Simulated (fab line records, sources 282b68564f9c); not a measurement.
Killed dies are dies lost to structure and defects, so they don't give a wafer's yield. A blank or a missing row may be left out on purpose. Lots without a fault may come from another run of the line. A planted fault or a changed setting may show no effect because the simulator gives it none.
Which tool did it? | flow rit_cmos | 7 lots, 21 wafers sampled, at 3 steps of a route of 202

WHAT THE GAUGES READ, wafer by wafer
RIT_NRETRO_TW_MEAS_10.
lot  | measured    | on            | NRETRO_TW
L700 | day 2 20:33 | film_metro-04 | 1054 1059 1059
L703 | day 3 10:18 | film_metro-02 | 1067 1064 1063
L705 | day 3 22:47 | film_metro-02 | 1056 1065 1056
L709 | day 4 16:16 | film_metro-04 | 1064 1060 1059
L712 | day 5 07:15 | film_metro-04 | 1005 1006 1003
L715 | day 5 19:35 | film_metro-02 | 1021 1024 1020
L717 | day 6 07:27 | film_metro-04 | 1057 1064 1055

WHICH TOOL RAN EACH LOT (tool, then ch and the chambers of the sampled wafers, then the start)
lot  | RIT_ACTIVE_STRIP_14                 | RIT_NRETRO_IMPLANT_08
L700 | plasma_asher-02 ch 0,1, day 2 00:54 | implanter-03 ch 0, day 2 20:16
L703 | plasma_asher-02 ch 1, day 2 15:58   | implanter-03 ch 0, day 3 09:59
L705 | plasma_asher-02 ch 0,1, day 3 03:57 | implanter-03 ch 0, day 3 22:28
L709 | plasma_asher-03 ch 0,1, day 3 22:27 | implanter-01 ch 0, day 4 15:59
L712 | plasma_asher-04 ch 0,1, day 4 14:33 | implanter-01 ch 0, day 5 06:55
L715 | plasma_asher-03 ch 0,1, day 5 04:58 | implanter-01 ch 0, day 5 19:17
L717 | plasma_asher-04 ch 0,1, day 5 13:53 | implanter-04 ch 0, day 6 07:07
- RIT_ACTIVE_STRIP_14: strips in O2, time 180 s.
- RIT_NRETRO_IMPLANT_08

THE ANSWER, worked out from the rows above alone
Rule: what is usual is taken from the lots themselves. Put in order of their means at a reading, lots are off if they are a third of the lots or fewer, leave a main group of 4 or more, and stand apart from it by a gap of 3 or more times the standard deviation of the main group's means; of several such gaps the widest counts. A main group whose means are all the same, to the digits that the tables above print for the reading, isn't used. A lot without any number at a reading at which 4 lots or more have one is off too. The other lots that the step has rows for count as sound.
Off: L712, L715, at RIT_NRETRO_TW_MEAS_10 (NRETRO_TW). The main group: mean 1060, standard deviation 2.6.
A tool fits if, at a process step before that reading, it ran every lot that is off, and no sound lot after the first of them. The gauges at RIT_NRETRO_TW_MEAS_10 are tried like those tools. One fits: implanter-01 at RIT_NRETRO_IMPLANT_08. Its last sound lot is L709 (day 4 15:59), its first lot that is off L712 (day 5 06:55): a fault that began between those two fits.

WHAT THE SIMULATOR HAD PUT IN
Process parameter drift: implanter-01, from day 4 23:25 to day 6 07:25, at RIT_NRETRO_IMPLANT_08. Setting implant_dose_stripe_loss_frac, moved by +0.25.
Lots struck among those shown: L712, L715. The rule above found the same.
